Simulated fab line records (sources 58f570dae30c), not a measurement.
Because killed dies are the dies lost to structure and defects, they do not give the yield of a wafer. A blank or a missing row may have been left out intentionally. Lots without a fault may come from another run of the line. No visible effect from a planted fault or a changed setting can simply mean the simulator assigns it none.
Comparing a struck lot with a sound one ; flow berkeley_cmos170 ; 16 steps out of a route of 331
Sound: the wafers L405.1, L405.3, L405.4. Wafers L418.3, L418.4, L418.6 were the ones struck. The cause comes at the end.
At each step with rows: each side's tool, then ch and its chambers, then its first start. Under that, the readings that differ: sound wafers ; struck wafers ; difference of the means ; sigmas: that difference in standard deviations of wafers without a fault.
alike: words and numbers the same on both sides, and readings whose means are apart by under 2 such deviations; not compared: readings that were withheld, readings missing a value for some wafer, numbers with overlapping values and no deviation given by the record, and bounds like >300 which may hide the same value.
Wherever a step has rows on one side only, a row that says differs or no value, or a row with sigmas, the two part there. When numbers do not overlap yet have no deviation, they are printed without sigmas and do not part them. Lack of a reading on every wafer of one side parts them only where that side has two or more wafers.

UCB170_ACTIVE_THK_MEAS_03:
  sound on film_metro-01, day 4 12:02; struck on film_metro-01, day 7 02:56
  alike: ACTIVE_OXIDE_THK
then, 2 steps without rows for these wafers: UCB170_ACTIVE_ANNEAL_04 (time 900 s); UCB170_ACTIVE_CVD_05 (deposits Si3N4 from SiH2Cl2/NH3, target thk 220 nm, time 3150 s).
UCB170_ACTIVE_THK_MEAS_06:
  sound on film_metro-02, day 4 18:12; struck on film_metro-02, day 7 07:40
  alike: ACTIVE_NITRIDE_THK
then, 6 steps without rows for these wafers: UCB170_ACTIVE_HMDS_07 (prime time 60 s); UCB170_ACTIVE_COAT_08 (resist thk 900 nm); UCB170_ACTIVE_SOFTBAKE_09 (time 60 s); UCB170_ACTIVE_EXPOSE_10 (exposes mask ACTIVE, target cd 1200 nm); UCB170_ACTIVE_PEB_11; UCB170_ACTIVE_DEVELOP_12 (develop time 45 s).
UCB170_ACTIVE_CD_MEAS_13: the cd target is 1200 nm.
  sound on cd_sem-02, day 4 19:14; struck on cd_sem-01, day 7 08:46
  alike: cd_nm
UCB170_ACTIVE_OVL_MEAS_14:
  sound on overlay-02, day 4 19:21; struck on overlay-02, day 7 08:51
  alike: ACTIVE_OVL
UCB170_ACTIVE_ETCH_15: etches Si3N4 in CH3F/Ar/O2, stops on SiO2, target depth 242 nm, time 151 s.
  sound on rie_diel-01 ch 0,2,3, day 4 19:23; struck on rie_diel-04 ch 1,2,3, day 7 08:53
  no value came back on the struck wafers for any of 7 readings (CH3F_flow_sccm (sccm), O2_flow_sccm (sccm) and others); on the sound wafers CH3F_flow_sccm (sccm) reads 19.93 20.11 20.02
reading;sound;struck;difference;sigmas
model.KrF_of_ACTIVE_COAT_08.thk_nm (nm);719.4 727.7 729.5;882.8 880.1 882.5;+156.3;
model.SiO2_of_ACTIVE_OXIDATION_02.thk_nm (nm);22.94 22.85 22.71;26.83 25.79 26.06;+3.39;
UCB170_ACTIVE_STRIP_16: strips in O2.
  sound on plasma_asher-03 ch 0,1, day 4 19:29; struck on plasma_asher-04 ch 0,1, day 7 09:01
reading;sound;struck;difference;sigmas
oes_product_au (a.u.);0.722 0.725 0.717;0.744 0.734 0.734;+0.016;+3
strip_time_to_endpoint_s (s);17.97 18.16 18.22;21.56 21.50 21.54;+3.42;+31
  alike: drypump_motor_current_A
  not compared: rf_hours_counter_h
UCB170_ACTIVE_CD_MEAS_90: the cd target is 1200 nm.
  sound on cd_sem-01, day 4 19:35; struck on cd_sem-01, day 7 09:07
reading;sound;struck;difference;sigmas
cd_nm (nm);1196.8 1197.9 1197.7;- - -;no value on the struck wafers;
then, 1 step without rows for these wafers: UCB170_ACTIVE_CLEAN_17 (cleans in SPM, time 600 s).

== WHERE THEY PART ==
Last at UCB170_ACTIVE_CD_MEAS_90 as far as this record goes, first at UCB170_ACTIVE_ETCH_15.

WHY: whatever the simulator had introduced
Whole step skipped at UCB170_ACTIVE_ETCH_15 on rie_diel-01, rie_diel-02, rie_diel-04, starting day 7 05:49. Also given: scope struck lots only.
